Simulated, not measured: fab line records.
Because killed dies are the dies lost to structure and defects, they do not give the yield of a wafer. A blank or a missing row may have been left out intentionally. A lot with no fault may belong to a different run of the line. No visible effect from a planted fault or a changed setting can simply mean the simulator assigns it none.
Which tool is to blame? :: flow ritCmos :: 13 lots, 39 wafers sampled, at 5 steps of a route of 202

WHAT EACH GAUGE READ, for each wafer
RIT_ACTIVE_CD_MEAS_90: target cd 1400 nm.
lot: L759
measured: day 1 15:10
on: cdSem-02
cdNm (nm): 1397.4 1396.8 1396.1

lot: L760
measured: day 1 21:32
on: cdSem-01
cdNm (nm): 1398.9 1401.6 1401.0

lot: L761
measured: day 2 01:38
on: cdSem-02
cdNm (nm): 1401.3 1401.2 1403.6

lot: L762
measured: day 2 06:37
on: cdSem-02
cdNm (nm): 1405.1 1401.2 1402.4

lot: L763
measured: day 2 12:05
on: cdSem-01
cdNm (nm): 1400.1 1398.2 1399.1

lot: L764
measured: day 2 16:10
on: cdSem-01
cdNm (nm): 1402.8 1399.4 1401.9

lot: L765
measured: day 2 22:35
on: cdSem-01
cdNm (nm): 1400.9 1398.9 1401.5

lot: L770
measured: day 3 22:22
on: cdSem-01
cdNm (nm): 1400.2 1395.9 1398.4

lot: L771
measured: day 4 04:01
on: cdSem-01
cdNm (nm): 1398.9 1396.8 1398.5

lot: L774
measured: day 4 18:29
on: cdSem-01
cdNm (nm): 1395.8 1397.6 1397.6

lot: L777
measured: day 5 09:20
on: cdSem-01
cdNm (nm): 1402.9 1400.2 1401.1

lot: L779
measured: day 5 19:26
on: cdSem-02
cdNm (nm): 1396.0 1397.2 1399.9

lot: L781
measured: day 6 06:01
on: cdSem-02
cdNm (nm): 1403.6 1400.8 1399.9

RIT_FOX1_THK_MEAS_01.
lot: L759
measured: day 1 19:00
on: filmMetro-02
FOX1_OXIDE_THK (nm): 351 354 350

lot: L760
measured: day 1 23:53
on: filmMetro-01
FOX1_OXIDE_THK (nm): 350 349 341

lot: L761
measured: day 2 04:33
on: filmMetro-04
FOX1_OXIDE_THK (nm): 343 343 339

lot: L762
measured: day 2 08:54
on: filmMetro-01
FOX1_OXIDE_THK (nm): 344 349 349

lot: L763
measured: day 2 14:23
on: filmMetro-04
FOX1_OXIDE_THK (nm): 347 345 342

lot: L764
measured: day 2 20:38
on: filmMetro-01
FOX1_OXIDE_THK (nm): 347 350 351

lot: L765
measured: day 3 00:23
on: filmMetro-01
FOX1_OXIDE_THK (nm): 345 347 351

lot: L770
measured: day 4 02:22
on: filmMetro-02
FOX1_OXIDE_THK (nm): 361 361 363

lot: L771
measured: day 4 08:34
on: filmMetro-04
FOX1_OXIDE_THK (nm): 347 356 354

lot: L774
measured: day 4 22:23
on: filmMetro-04
FOX1_OXIDE_THK (nm): 368 364 361

lot: L777
measured: day 5 14:18
on: filmMetro-04
FOX1_OXIDE_THK (nm): 351 354 351

lot: L779
measured: day 5 21:46
on: filmMetro-04
FOX1_OXIDE_THK (nm): 353 346 355

lot: L781
measured: day 6 08:27
on: filmMetro-01
FOX1_OXIDE_THK (nm): 345 349 335

RIT_PWELL_TW_MEAS_10.
lot: L759
measured: day 2 00:45
on: filmMetro-04
PWELL_TW: 952 957 952

lot: L760
measured: day 2 05:39
on: filmMetro-04
PWELL_TW: 954 955 961

lot: L761
measured: day 2 12:14
on: filmMetro-02
PWELL_TW: 940 941 939

lot: L762
measured: day 2 14:30
on: filmMetro-02
PWELL_TW: 938 946 941

lot: L763
measured: day 2 20:13
on: filmMetro-04
PWELL_TW: 959 959 957

lot: L764
measured: day 3 02:15
on: filmMetro-02
PWELL_TW: 940 943 939

lot: L765
measured: day 3 06:54
on: filmMetro-02
PWELL_TW: 936 938 938

lot: L770
measured: day 4 09:03
on: filmMetro-03
PWELL_TW: 1037 1035 1037

lot: L771
measured: day 4 14:07
on: filmMetro-04
PWELL_TW: 1036 1031 1035

lot: L774
measured: day 5 03:56
on: filmMetro-04
PWELL_TW: 960 962 958

lot: L777
measured: day 5 20:09
on: filmMetro-03
PWELL_TW: 948 945 948

lot: L779
measured: day 6 03:38
on: filmMetro-02
PWELL_TW: 954 948 956

lot: L781
measured: day 6 14:14
on: filmMetro-02
PWELL_TW: 960 959 963

RIT_WELLDRIVE_RS_MEAS_02: measurement is done with a four-point probe.
lot: L759
measured: day 2 06:01
on: filmMetro-03
PWELL_RS (ohm/sq): 431.5 431.9 431.6

lot: L760
measured: day 2 12:12
on: filmMetro-04
PWELL_RS (ohm/sq): 430.5 430.6 430.2

lot: L761
measured: day 2 17:30
on: filmMetro-04
PWELL_RS (ohm/sq): 428.4 429.4 428.3

lot: L762
measured: day 2 19:47
on: filmMetro-03
PWELL_RS (ohm/sq): 430.4 429.1 430.3

lot: L763
measured: day 3 01:29
on: filmMetro-02
PWELL_RS (ohm/sq): 430.5 428.9 428.5

lot: L764
measured: day 3 07:58
on: filmMetro-02
PWELL_RS (ohm/sq): 429.9 428.2 428.4

lot: L765
measured: day 3 12:53
on: filmMetro-03
PWELL_RS (ohm/sq): 428.7 430.0 429.8

lot: L770
measured: day 4 15:04
on: filmMetro-02
PWELL_RS (ohm/sq): 371.1 369.6 370.2

lot: L771
measured: day 4 21:12
on: filmMetro-03
PWELL_RS (ohm/sq): 369.3 370.2 370.0

lot: L774
measured: day 5 09:17
on: filmMetro-04
PWELL_RS (ohm/sq): 430.5 430.3 430.0

lot: L777
measured: day 6 02:58
on: filmMetro-04
PWELL_RS (ohm/sq): 431.4 428.8 430.6

lot: L779
measured: day 6 08:55
on: filmMetro-03
PWELL_RS (ohm/sq): 429.9 430.1 428.9

lot: L781
measured: day 6 20:40
on: filmMetro-02
PWELL_RS (ohm/sq): 428.6 426.6 428.4

WHAT TOOL EACH LOT RAN ON (gives the tool, then ch and the chambers of the sampled wafers, and finally the start)
lot: L759
RIT_PWELL_IMPLANT_08: implanter-04 ch 0, day 2 00:26

lot: L760
RIT_PWELL_IMPLANT_08: implanter-04 ch 0, day 2 05:21

lot: L761
RIT_PWELL_IMPLANT_08: implanter-04 ch 0, day 2 11:55

lot: L762
RIT_PWELL_IMPLANT_08: implanter-02 ch 0, day 2 14:12

lot: L763
RIT_PWELL_IMPLANT_08: implanter-02 ch 0, day 2 19:55

lot: L764
RIT_PWELL_IMPLANT_08: implanter-04 ch 0, day 3 01:56

lot: L765
RIT_PWELL_IMPLANT_08: implanter-02 ch 0, day 3 06:35

lot: L770
RIT_PWELL_IMPLANT_08: implanter-04 ch 0, day 4 08:46

lot: L771
RIT_PWELL_IMPLANT_08: implanter-04 ch 0, day 4 13:49

lot: L774
RIT_PWELL_IMPLANT_08: implanter-03 ch 0, day 5 03:39

lot: L777
RIT_PWELL_IMPLANT_08: implanter-02 ch 0, day 5 19:50

lot: L779
RIT_PWELL_IMPLANT_08: implanter-02 ch 0, day 6 03:20

lot: L781
RIT_PWELL_IMPLANT_08: implanter-02 ch 0, day 6 13:54
- RIT_PWELL_IMPLANT_08

WHAT THE TOOLS THEMSELVES READ (means of the sampled wafers that have a number; where no wafer has one, the mark that the record gives instead)
RIT_PWELL_IMPLANT_08.
lot: L759
tool: implanter-04
doseIonsCm2: 7.008e+13
faradayCurrentUA: 224

lot: L760
tool: implanter-04
doseIonsCm2: 7.010e+13
faradayCurrentUA: 222

lot: L761
tool: implanter-04
doseIonsCm2: 7.000e+13
faradayCurrentUA: 217

lot: L762
tool: implanter-02
doseIonsCm2: 7.004e+13
faradayCurrentUA: 220

lot: L763
tool: implanter-02
doseIonsCm2: 7.005e+13
faradayCurrentUA: 219

lot: L764
tool: implanter-04
doseIonsCm2: 7.005e+13
faradayCurrentUA: 220

lot: L765
tool: implanter-02
doseIonsCm2: 7.006e+13
faradayCurrentUA: 226

lot: L770
tool: implanter-04
doseIonsCm2: 8.858e+13
faradayCurrentUA: 279

lot: L771
tool: implanter-04
doseIonsCm2: 8.850e+13
faradayCurrentUA: 276

lot: L774
tool: implanter-03
doseIonsCm2: 7.003e+13
faradayCurrentUA: 219

lot: L777
tool: implanter-02
doseIonsCm2: 7.011e+13
faradayCurrentUA: 221

lot: L779
tool: implanter-02
doseIonsCm2: 7.003e+13
faradayCurrentUA: 222

lot: L781
tool: implanter-02
doseIonsCm2: 7.001e+13
faradayCurrentUA: 223

THE ANSWER, worked out from the rows above alone
Rule: what is usual is taken from the lots themselves. The widest of any qualifying gaps counts: lots, ordered by their means at a reading, are off when they make up no more than a third of the lots, leave a main group of 4 or more, and stand apart from it by 3 or more times the standard deviation of that group's means. Not used: any main group whose means are identical at the precision the tables above print for the reading. Also off: a lot with no number at a reading for which 4 or more lots have one. The other lots that the step has rows for count as sound. After the gauges, taken in route order, come the tools' own readings; for these a lot's mean is taken, as printed above. At the first step where some lot is off, the reading lying furthest off is the one used; lots without a number count as furthest.
Off: L770, L771, seen at RIT_PWELL_TW_MEAS_10 (PWELL_TW). The main group: mean 950, standard deviation 8.4.
A tool fits if, at a process step before that reading, it ran every lot that is off, and no sound lot after the first of them. The gauges at RIT_PWELL_TW_MEAS_10 aren't tried: what is off there is off at RIT_PWELL_IMPLANT_08 too, on other tools, and a gauge's error can't cause that. One fits: RIT_PWELL_IMPLANT_08 on implanter-04. Its last sound lot is L764 (day 3 01:56), its first lot that is off L770 (day 4 08:46): a fault that began between those two fits.
The tool's own readings at RIT_PWELL_IMPLANT_08 bear it out: on the lots that are off they differ by more than 5 times the standard deviation of the sound lots' means. doseIonsCm2 reads 8.854e+13 there against 7.005e+13 on the sound lots; faradayCurrentUA reads 278 there against 221 on the sound lots.

WHAT THE SIMULATOR HAD PUT IN
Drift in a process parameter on implanter-04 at RIT_PWELL_IMPLANT_08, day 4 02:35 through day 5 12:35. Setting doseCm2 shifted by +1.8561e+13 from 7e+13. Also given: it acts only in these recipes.
Struck lots among those shown: L770, L771. The rule above found the same.
